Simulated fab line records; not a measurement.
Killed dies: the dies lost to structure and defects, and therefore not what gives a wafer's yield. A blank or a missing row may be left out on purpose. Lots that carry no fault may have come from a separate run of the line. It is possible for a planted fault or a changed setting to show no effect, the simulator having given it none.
One fault through the eyes of 2 desks + flow berkeley_cmos170 + each desk has only its own numbers; what lay behind them comes last

FROM THE METROLOGY DESK
Means of the sampled wafers that have a number, per lot and without regard to the tool the lot ran on: this is what the gauges read. The brackets show how far a lot's mean lies from the usual mean; more than 4 standard deviations puts the lot out of limits, marked OUT. Of its 10 readings 7 are shown: those that lie furthest out on some lot.
Columns: A = ACTIVE_OVL at UCB170_ACTIVE_OVL_MEAS_14, usual -2 nm; B = cd_nm at UCB170_ACTIVE_CD_MEAS_90, usual 1199.9 nm; C = PFIELD_TW at UCB170_PFIELD_TW_MEAS_09, usual 601; D = FIELD_OXIDE_THK at UCB170_FIELD_THK_MEAS_02, usual 558 nm; E = FIELD_OXIDE_LEFT_1_THK at UCB170_FIELD_THK_MEAS_90, usual 442 nm; F = SACOX_OXIDE_THK at UCB170_SACOX_THK_MEAS_02, usual 14.15 nm; G = NVT_OVL at UCB170_NVT_OVL_MEAS_06, usual 2 nm
| lot  | first seen here | A  | B      | C   | D   | E   | F     | G  |
|------|-----------------|----|--------|-----|-----|-----|-------|----|
| L975 | day 5 09:41     | 1  | 1200.0 | 605 | 572 | 456 | 14.14 | 0  |
| L979 | day 5 19:43     | -2 | 1200.4 | 606 | 539 | 422 | 13.93 | 12 |
| L992 | day 8 09:05     | 5  | 1199.2 | 589 | 558 | 441 | 13.92 | 6  |
| L991 | day 8 09:20     | -4 | 1201.4 | 605 | 564 | 448 | 14.03 | -2 |
| L995 | day 8 14:58     | -1 | 1201.1 | 592 | 564 | 449 | 14.70 | 4  |
| L996 | day 9 06:28     | 4  | 1197.8 | 598 | 570 | 455 | 14.52 | 0  |
Finding of this desk: none of the 6 lots has anything out of limits.

AT THE TOOL OWNER'S DESK: implanter-04
The tool's own readings at UCB170_PFIELD_IMPLANT_07: means of the sampled wafers that have a number, for each lot that ran on this tool. The brackets show how far a lot's mean lies from the usual mean; more than 4 standard deviations puts the lot out of limits, marked OUT.
Columns: A = beam_energy_keV at UCB170_PFIELD_IMPLANT_07, usual 81.387
| lot  | first seen here | A      |
|------|-----------------|--------|
| L975 | day 5 13:59     | 81.371 |
| L992 | day 8 12:53     | 81.424 |
| L991 | day 8 13:10     | 81.377 |
Finding of this desk: none of the 3 lots has anything out of limits.

ALL TOGETHER
At the metrology desk, nothing out of limits was observed.
The tool owner's desk saw nothing out of limits.

WHAT HAD BEEN PUT IN BY THE SIMULATOR
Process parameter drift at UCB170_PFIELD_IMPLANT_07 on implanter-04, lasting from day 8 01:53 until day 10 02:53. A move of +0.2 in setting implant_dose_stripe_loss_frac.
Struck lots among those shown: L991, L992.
